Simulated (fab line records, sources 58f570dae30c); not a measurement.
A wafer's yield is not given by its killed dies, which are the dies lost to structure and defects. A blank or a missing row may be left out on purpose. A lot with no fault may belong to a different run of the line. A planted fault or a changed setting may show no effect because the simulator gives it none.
8D (eight disciplines) problem report, filled in by code :: flow berkeley cmos170 :: the parts of the form that need people (team, actions taken, sign-off) are left out

1. THE PROBLEM
dose ions cm2 at UCB170_NWELL_IMPLANT_14 reads a mean of 1.100e+13 on 6 wafers of 2 lots; wafers without a fault read 9.999e+12 with a standard deviation of 9.6e+09. That is +99 or more standard deviations from the usual mean.
Seen first at day 5 14:53 on implanter-04, wafer L999.2. The record holds 18 wafers of 6 lots with a number at this step. Rule for "out", or "out of limits": more than 4 standard deviations from the usual mean. The other wafers with a number count as sound.

2. WHAT IT IS; WHAT IT IS NOT
question: which readings at this step
is: dose ions cm2, faraday current uA
is not: -

question: which lots
is: L101, L999
is not: L103, L104, L985, L991

question: which wafers of those lots
is: all that have a number
is not: -

question: read on which tools
is: implanter-04
is not: implanter-01, implanter-02

question: when
is: from day 5 14:53
is not: up to then (6 sound wafers); but 6 sound wafers of L103, L104 came after

3. SUSPECTS, AND WHAT RULES EACH OUT
Counting: a tool at any process step up to the reading remains a suspect when it ran all the lots that are out and ran no sound lot after the first of those.
- implanter-04 at UCB170_NWELL_IMPLANT_14: kept. It processed each lot that is out, first L999 at day 5 14:53, and no sound lot thereafter; up to then, the last sound lot it processed was L991 at day 4 05:34. Its own dose ions cm2, faraday current uA readings are out on those wafers.
After counting, what remains is implanter-04 at UCB170_NWELL_IMPLANT_14.

4. THE CAUSE (what the simulator had put in)
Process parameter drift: implanter-04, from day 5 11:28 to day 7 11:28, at UCB170_NWELL_IMPLANT_14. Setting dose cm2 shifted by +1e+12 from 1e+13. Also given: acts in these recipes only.
After counting, this tool was the only one left.

5. SEQUENCE OF EFFECTS, ordered by route
One row per reading whose mean, taken over the struck wafers that have a number, lies over 3 standard deviations from the usual. Only readings for which the record gives a usual standard deviation are gone through. hours: the time from each lot's start at the first step in this table that gives one to its start at this step, as a median over the lots. sigmas: the change in usual standard deviations.
hours: 0
step: UCB170_NWELL_IMPLANT_14
reading: dose ions cm2
usual: 9.999e+12
on struck wafers: 1.100e+13
change: +9.990e+11
sigmas: +99 or more

hours: 0
step: UCB170_NWELL_IMPLANT_14
reading: faraday current uA
usual: 31.8
on struck wafers: 35.0
change: +3.2
sigmas: +5.5
Its process steps:
- UCB170_NWELL_IMPLANT_14

6. WHAT WOULD HAVE CAUGHT IT SOONER
In this record no reading fell out of limits until day 5 14:53, 3 hours after the fault had begun at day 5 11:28.
